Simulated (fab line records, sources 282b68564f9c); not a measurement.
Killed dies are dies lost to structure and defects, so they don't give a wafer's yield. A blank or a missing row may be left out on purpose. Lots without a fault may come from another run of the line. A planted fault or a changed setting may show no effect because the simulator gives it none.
A struck lot beside a sound one | flow rit_cmos | 44 steps out of a route of 202
Sound: wafers L755.1, L755.3, L755.4. Struck: wafer L759.5. (L759.2, L759.6 of the same lot were not struck and are left out.) The cause comes at the end.
At each step with rows: each side's tool, then ch and its chambers, then its first start. Under that, the readings that differ: sound wafers | struck wafers | difference of the means | sigmas: that difference in standard deviations of wafers without a fault.
alike: readings whose means differ by less than 2 such deviations, and words and numbers that are the same on both sides. not compared: withheld readings, readings that some wafer has no value for, bounds like >300 that may hide the same value, and numbers for which the record gives no deviation and whose values overlap.
The two part at a step that has a row with sigmas, a row that says differs or no value, or rows on one side only. Numbers that don't overlap but have no deviation are shown without sigmas and don't part them. A reading that every wafer of one side lacks parts them only if that side has two wafers or more.

first, 2 steps without rows for these wafers: RIT_PLDD_PEB_04; RIT_PLDD_DEVELOP_05 (develop time 50 s).
RIT_PLDD_OVL_MEAS_06:
  sound on overlay-02, day 4 20:10; struck on overlay-02, day 5 12:25
  alike: PLDD_OVL
then, 2 steps without rows for these wafers: RIT_PLDD_HARDBAKE_07 (time 60 s); RIT_PLDD_IMPLANT_08.
RIT_PLDD_STRIP_09: strips in O2, time 180 s.
  sound on plasma_asher-01 ch 0,1, day 4 20:31; struck on plasma_asher-02 ch 1, day 5 12:45
  reading             | sound          | struck | difference | sigmas
  o2_flow_sccm (sccm) | 4003 4003 4017 | 3962   | -46        | -4
  alike: drypump_motor_current_A
  not compared: rf_hours_counter_h
RIT_PLDD_TW_MEAS_10:
  sound on film_metro-02, day 4 20:41; struck on film_metro-04, day 5 12:56
  reading | sound          | struck | difference | sigmas
  PLDD_TW | 2384 2380 2352 | 2318   | -54        | -4
then, 4 steps without rows for these wafers: RIT_SPACER_CLEAN_00 (cleans in SC1, time 600 s); RIT_SPACER_CLEAN_01 (cleans in dHF, time 30 s); RIT_SPACER_CLEAN_02 (cleans in SC2, time 600 s); RIT_SPACER_CVD_03 (deposits Si3N4 from SiH2Cl2/NH3, target thk 250 nm, time 3300 s).
RIT_SPACER_THK_MEAS_04:
  sound on film_metro-03, day 4 23:01; struck on film_metro-01, day 5 15:16
  alike: SPACER_NITRIDE_THK
RIT_SPACER_ETCHBACK_05: etches Si3N4 in SF6/CHF3, stops on SiO2, target depth 250 nm, time 240 s.
  sound on rie_diel-01 ch 0,1,3, day 4 23:05; struck on rie_diel-01 ch 0, day 5 15:19
  reading                                     | sound             | struck | difference | sigmas
  model.poly-Si_of_GATE_CVD_08.thk_nm (nm)    | 167.9 166.8 167.7 | 161.7  | -5.8       |
  model.Si3N4_of_SPACER_CVD_03.thk_nm (nm)    | 198.2 196.4 196.8 | 185.7  | -11.4      |
  model.SiO2_of_FOX2_OXIDATION_00.thk_nm (nm) | 180.6 170.4 175.6 | 165.4  | -10.1      |
  alike: drypump_motor_current_A, oes_product_au, throttle_valve_pct
  not compared: rf_hours_counter_h
then, 6 steps without rows for these wafers: RIT_NSD_HMDS_00 (prime time 60 s); RIT_NSD_COAT_01 (resist thk 1000 nm); RIT_NSD_SOFTBAKE_02 (time 60 s); RIT_NSD_EXPOSE_03 (exposes mask M9, target cd 40700 nm); RIT_NSD_PEB_04; RIT_NSD_DEVELOP_05 (develop time 50 s).
RIT_NSD_OVL_MEAS_06:
  sound on overlay-02, day 5 00:05; struck on overlay-01, day 5 16:20
  alike: NSD_OVL
then, 2 steps without rows for these wafers: RIT_NSD_HARDBAKE_07 (time 60 s); RIT_NSD_IMPLANT_08.
RIT_NSD_STRIP_09: strips in O2, time 180 s.
  sound on plasma_asher-02 ch 0,1, day 5 00:25; struck on plasma_asher-02 ch 1, day 5 16:40
  alike: drypump_motor_current_A, o2_flow_sccm
  not compared: rf_hours_counter_h
RIT_NSD_TW_MEAS_10:
  sound on film_metro-01, day 5 00:36; struck on film_metro-01, day 5 16:51
  alike: NSD_TW
then, 6 steps without rows for these wafers: RIT_PSD_HMDS_00 (prime time 60 s); RIT_PSD_COAT_01 (resist thk 1000 nm); RIT_PSD_SOFTBAKE_02 (time 60 s); RIT_PSD_EXPOSE_03 (exposes mask M10, target cd 40900 nm); RIT_PSD_PEB_04; RIT_PSD_DEVELOP_05 (develop time 50 s).
RIT_PSD_OVL_MEAS_06:
  sound on overlay-01, day 5 01:46; struck on overlay-01, day 5 17:53
  reading      | sound       | struck | difference | sigmas
  PSD_OVL (nm) | 3.2 2.7 3.6 | -0.6   | -3.8       | -2
then, 2 steps without rows for these wafers: RIT_PSD_HARDBAKE_07 (time 60 s); RIT_PSD_IMPLANT_08.
RIT_PSD_STRIP_09: strips in O2, time 180 s.
  sound on plasma_asher-03 ch 0,1, day 5 02:06; struck on plasma_asher-03 ch 0, day 5 18:13
  alike: drypump_motor_current_A, o2_flow_sccm
  not compared: rf_hours_counter_h
RIT_PSD_TW_MEAS_10:
  sound on film_metro-02, day 5 02:16; struck on film_metro-02, day 5 18:23
  alike: PSD_TW
then, 2 steps without rows for these wafers: RIT_SDANNEAL_CLEAN_00 (cleans in SC1, time 600 s); RIT_SDANNEAL_CLEAN_01 (cleans in dHF, time 30 s).
RIT_SDANNEAL_CLEAN_02: cleans in SC2, time 600 s.
  sound on wet_bench-02 ch 0, day 5 02:31; struck on wet_bench-01 ch 2, day 5 18:38
  reading                                  | sound             | struck | difference | sigmas
  model.poly-Si_of_GATE_CVD_08.thk_nm (nm) | 163.4 162.3 163.3 | 157.3  | -5.7       |
  alike: bath_guard_temp_C
RIT_SDANNEAL_RTA_03: time 5 s.
  sound on rtp_anneal-02 ch 0, day 5 02:42; struck on rtp_anneal-02 ch 0, day 5 18:49
  alike: wafer_temp_C_max
RIT_SDANNEAL_RS_MEAS_04: measures by four-point-probe.
  sound on film_metro-01, day 5 02:46; struck on film_metro-01, day 5 18:53
  alike: PSD_RS
RIT_SDANNEAL_RS_MEAS_05: measures by four-point-probe.
  sound on film_metro-01, day 5 02:53; struck on film_metro-01, day 5 19:01
  alike: NSD_RS
RIT_SDANNEAL_RS_MEAS_06: measures by four-point-probe.
  sound on film_metro-01, day 5 03:00; struck on film_metro-01, day 5 19:08
  alike: PLDD_RS
RIT_SILICIDE_WET_ETCH_00: etches SiO2 in BOE, target depth 14 nm, time 15 s.
  sound on wet_bench-04 ch 0, day 5 03:14; struck on wet_bench-04 ch 0, day 5 19:21
  reading                                     | sound             | struck | difference | sigmas
  model.Si3N4_of_SPACER_CVD_03.thk_nm (nm)    | 197.1 195.3 195.6 | 184.6  | -11.4      |
  model.SiO2_of_FOX2_OXIDATION_00.thk_nm (nm) | 152 141.9 146.9   | 136.2  | -10.7      |
RIT_M1_PROBE_99:
  the record has rows for the sound wafers here (prober-01, day 6 07:36) and none for the struck ones

WHERE THEY PART
First at RIT_PLDD_STRIP_09; last, within this record, at RIT_M1_PROBE_99.

WHY: what the simulator had put in
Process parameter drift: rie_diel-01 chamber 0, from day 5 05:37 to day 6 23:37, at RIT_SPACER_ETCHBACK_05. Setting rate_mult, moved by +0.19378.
